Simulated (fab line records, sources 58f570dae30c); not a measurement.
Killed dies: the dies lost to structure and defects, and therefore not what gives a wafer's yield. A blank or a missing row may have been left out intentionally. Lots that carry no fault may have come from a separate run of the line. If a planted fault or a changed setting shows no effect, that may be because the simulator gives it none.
One fault seen from 2 desks ; flow berkeley-cmos170 ; what lay behind the numbers comes last; until then each desk has only its own

FOR THE TOOL OWNER'S DESK: litho-track-01
The tool's own readings at UCB170_CONTACT_COAT_09: means of the sampled wafers that have a number, for each lot that ran on this tool. The brackets show how far a lot's mean lies from the usual mean; more than 4 standard deviations puts the lot out of limits, marked OUT.
Columns: A = spin-speed-rpm at UCB170_CONTACT_COAT_09, usual 2999.7 rpm
lot;first seen here;A
L681;day 7 10:35;2998.9
L682;day 7 17:06;2999.1
L686;day 9 01:40;2999.5
L689;day 9 10:53;2043.4 (-99 or more) OUT
L690;day 9 21:51;2043.8 (-99 or more) OUT
This desk's finding: out of limits on L689, L690; first on L689, day 9 10:53 (spin-speed-rpm at UCB170_CONTACT_COAT_09). L681, L682, L686: within limits.

AT THE METROLOGY DESK
Means of the sampled wafers that have a number, per lot and without regard to the tool the lot ran on: this is what the gauges read. The brackets show how far a lot's mean lies from the usual mean; more than 4 standard deviations puts the lot out of limits, marked OUT.
Columns: A = ACTIVE_NITRIDE_THK at UCB170_ACTIVE_THK_MEAS_06, usual 223.2 nm; B = GATE_OVL at UCB170_GATE_OVL_MEAS_13, usual -2 nm
lot;first seen here;A;B
L681;day 4 16:53;222.8;-1
L682;day 4 21:12;220.7;-2
L683;day 5 01:31;223.4;3
L686;day 5 20:25;221.6;4
L685;day 5 20:26;225.9;-13
L688;day 5 20:29;224.1;-5
L689;day 6 04:04;222.4;-9
L690;day 6 12:22;222.6;4
L693;day 6 23:43;224.4;-4
L696;day 8 05:05;218.2;-2
L697;day 8 05:05;218.7;8
L698;day 8 05:07;222.5;-10
L701;day 8 14:05;226.0;1
L702;day 9 04:15;221.3;5
This desk found nothing out of limits on any of the 14 lots.

ALL TOGETHER
On L689, L690, at day 9 10:53, an alarm was possible from the tool owner's desk.
At the metrology desk, nothing out of limits was observed.
The metrology desk has L689, L690 on record, within its limits.
On litho-track-01, each named lot ran UCB170_CONTACT_COAT_09.

WHAT THE SIMULATOR PUT IN
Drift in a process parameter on litho-track-01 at UCB170_CONTACT_COAT_09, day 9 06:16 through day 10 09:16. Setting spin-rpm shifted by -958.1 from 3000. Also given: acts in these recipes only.
Shown lots that were struck: L689, L690.
Time in hours from fault onset to the first out-of-limits reading at each desk: the tool owner's desk, 5.
